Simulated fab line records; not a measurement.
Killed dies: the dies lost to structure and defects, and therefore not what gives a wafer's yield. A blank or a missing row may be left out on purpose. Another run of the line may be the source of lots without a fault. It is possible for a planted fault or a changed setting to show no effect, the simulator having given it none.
Which tool was responsible? ; flow berkeley_cmos170 ; 42 wafers from 14 lots sampled at 4 of the route's 331 steps

WHAT THE GAUGES READ, wafer by wafer
UCB170_V1_THK_MEAS_04. Usual: V1_POLISHED_THK 1000.4 nm, standard deviation 1.
lot;measured;on;V1_POLISHED_THK (nm);flag
L361;day 7 02:05;film_metro-04;999.0 999.4 998.0;
L362;day 7 17:28;film_metro-02;999.1 999.7 998.9;
L364;day 8 13:52;film_metro-02;1000.2 999.5 1000.4;
L368;day 8 13:52;film_metro-01;1001.6 1000.3 1001.5;
L367;day 8 14:11;film_metro-01;1001.8 999.7 1001.9;
L371;day 9 00:18;film_metro-02;1001.3 1000.8 999.9;
L369;day 9 00:36;film_metro-04;1002.0 1000.9 1001.7;
L366;day 9 03:08;film_metro-02;1000.3 998.8 999.5;
L378;day 10 09:17;film_metro-01;1001.1 999.8 1001.4;
L377;day 10 09:35;film_metro-04;998.6 1000.6 1000.0;
L379;day 11 02:02;film_metro-01;999.4 998.1 998.5;
L381;day 11 11:54;film_metro-02;1000.1 1000.6 998.8;
L383;day 11 12:12;film_metro-01;1000.4 1001.6 1000.7;
L384;day 12 00:10;film_metro-02;1002.3 1000.8 1000.2;

UCB170_M2_THK_MEAS_03: measures by xrf. Usual: M2_AL_THK 866 nm, standard deviation 11.
lot;measured;on;M2_AL_THK (nm);flag
L361;day 7 05:30;film_metro-04;858 869 863;
L362;day 7 20:37;film_metro-02;882 873 869;
L364;day 8 16:18;film_metro-04;884 875 889;
L368;day 8 16:04;film_metro-02;860 863 863;
L367;day 8 16:47;film_metro-02;849 849 855;
L371;day 9 05:22;film_metro-03;872 863 854;
L369;day 9 05:06;film_metro-04;875 876 878;
L366;day 9 07:18;film_metro-03;860 850 867;
L378;day 10 12:30;film_metro-04;835 846 845;
L377;day 10 13:01;film_metro-03;886 877 885;
L379;day 11 04:05;film_metro-04;866 873 871;
L381;day 11 14:45;film_metro-03;870 866 880;
L383;day 11 14:59;film_metro-04;877 872 861;
L384;day 12 02:19;film_metro-04;868 870 877;

UCB170_M2_CD_MEAS_90 targets a cd of 700 nm. Usual: cd_nm reads 701.0 nm (standard deviation 2.9).
lot;measured;on;cd_nm (nm);flag
L361;day 7 08:39;cd_sem-02;702.8 700.4 700.8;
L362;day 7 23:14;cd_sem-02;704.4 701.7 702.7;
L364;day 8 21:06;cd_sem-02;701.0 703.0 699.5;
L368;day 8 19:35;cd_sem-01;700.8 699.9 700.8;
L367;day 8 21:23;cd_sem-02;698.8 697.4 701.7;
L371;day 9 09:56;cd_sem-01;706.5 703.0 702.7;
L369;day 9 09:28;cd_sem-01;696.0 698.0 698.0;
L366;day 9 10:32;cd_sem-02;701.7 702.6 703.9;
L378;day 10 15:11;cd_sem-02;697.1 697.2 697.7;
L377;day 10 15:49;cd_sem-02;702.3 702.4 706.5;
L379;day 11 06:13;cd_sem-01;695.8 698.8 698.2;
L381;day 11 17:14;cd_sem-02;707.0 703.4 704.6;
L383;day 11 17:29;cd_sem-02;700.0 698.7 699.1;
L384;day 12 04:34;cd_sem-01;700.9 699.0 699.3;

WHAT TOOL EACH LOT RAN ON (gives the tool, then ch and the chambers of the sampled wafers, and finally the start)
lot;UCB170_M2_ETCH_17
L361;rie_diel-01 ch 0,1,2, day 7 08:18
L362;rie_diel-04 ch 2,3, day 7 22:53
L364;rie_diel-04 ch 1,2,3, day 8 20:35
L368;rie_diel-02 ch 2,3, day 8 19:16
L367;rie_diel-01 ch 0,1,3, day 8 21:02
L371;rie_diel-01 ch 0,1,2, day 9 09:13
L369;rie_diel-04 ch 0,1, day 9 09:06
L366;rie_diel-04 ch 0,1,2, day 9 10:13
L378;rie_diel-01 ch 0,1, day 10 14:50
L377;rie_diel-02 ch 0,3, day 10 15:29
L379;rie_diel-01 ch 0,3, day 11 05:53
L381;rie_diel-01 ch 0,1,2, day 11 16:55
L383;rie_diel-02 ch 0,3, day 11 17:10
L384;rie_diel-02 ch 0,2,3, day 12 04:12
- UCB170_M2_ETCH_17: etches BARC in N2/H2.

WHAT THE TOOLS THEMSELVES READ (means of the sampled wafers that have a number; where no wafer has one, the mark that the record gives instead)
UCB170_M2_ETCH_17. Usual: bias_w 99.99 W, standard deviation 0.28; drypump_motor_current_A 5.7 A, standard deviation 0.32; n2_flow_sccm 100.0 sccm, standard deviation 0.31; oes_product_au 1.014 a.u., standard deviation 0.023; rf_fwd_power_W 495.1 W, standard deviation 2.1; throttle_valve_pct 13.05 %, standard deviation 0.2.
lot;tool;bias_w (W);drypump_motor_current_A (A);n2_flow_sccm (sccm);oes_product_au (a.u.);rf_fwd_power_W (W);throttle_valve_pct (%);flag
L361;rie_diel-01;99.97;5.6;100.2;1.008;494.0;13.10;
L362;rie_diel-04;99.63;6.2;100.0;1.041;495.0;12.83;
L364;rie_diel-04;99.89;5.8;100.2;1.024;494.9;12.92;
L368;rie_diel-02;100.09;5.7;100.0;0.984;496.5;13.13;
L367;rie_diel-01;100.07;5.8;100.1;1.008;493.7;13.17;
L371;rie_diel-01;99.98;5.6;100.0;1.002;494.6;13.10;
L369;rie_diel-04;104.70;5.3;100.2;1.025;495.4;13.16;OFF
L366;rie_diel-04;104.52;5.7;100.0;1.043;496.4;13.06;OFF
L378;rie_diel-01;99.94;5.7;100.1;1.007;494.7;13.23;
L377;rie_diel-02;99.90;5.5;100.3;1.000;497.3;13.01;
L379;rie_diel-01;100.13;5.8;100.2;1.013;496.7;13.30;
L381;rie_diel-01;100.04;5.6;100.3;1.012;494.3;13.09;
L383;rie_diel-02;100.11;5.4;99.9;1.017;498.3;13.07;
L384;rie_diel-02;100.30;5.5;100.2;0.996;495.7;13.10;

THE ANSWER, worked out from the rows above alone
Rule: lot off if the mean of its wafers having a number is beyond 3 standard deviations from the usual mean. Also off: a lot with no number at a reading for which 4 or more lots have one. Where the step has rows for the other lots, those lots are counted as sound. After the gauges, taken in route order, come the tools' own readings; for these a lot's mean is taken, as printed above. At the first step where some lot is off, the reading lying furthest off is the one used; lots without a number count as furthest.
Off: L369, L366, at UCB170_M2_ETCH_17 (bias_w).
A tool fits if, at that step or a process step before it, it ran every lot that is off, and no sound lot after the first of them. One fits: UCB170_M2_ETCH_17 on rie_diel-04. A fault onset in the window from L364 (day 8 20:35, its last sound lot) to L369 (day 9 09:06, its first lot off) fits.
The tool's own readings at UCB170_M2_ETCH_17 bear it out: on the lots that are off they differ by more than 5 times the standard deviation of the sound lots' means. bias_w reads 104.61 W there against 100.00 W on the sound lots.

WHAT THE SIMULATOR HAD PUT IN
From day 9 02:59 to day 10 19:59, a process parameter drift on rie_diel-04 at UCB170_M2_ETCH_17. Setting bias_w shifted by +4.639 from 100. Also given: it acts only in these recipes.
Struck lots among those shown: L369, L366. The rule above found the same.
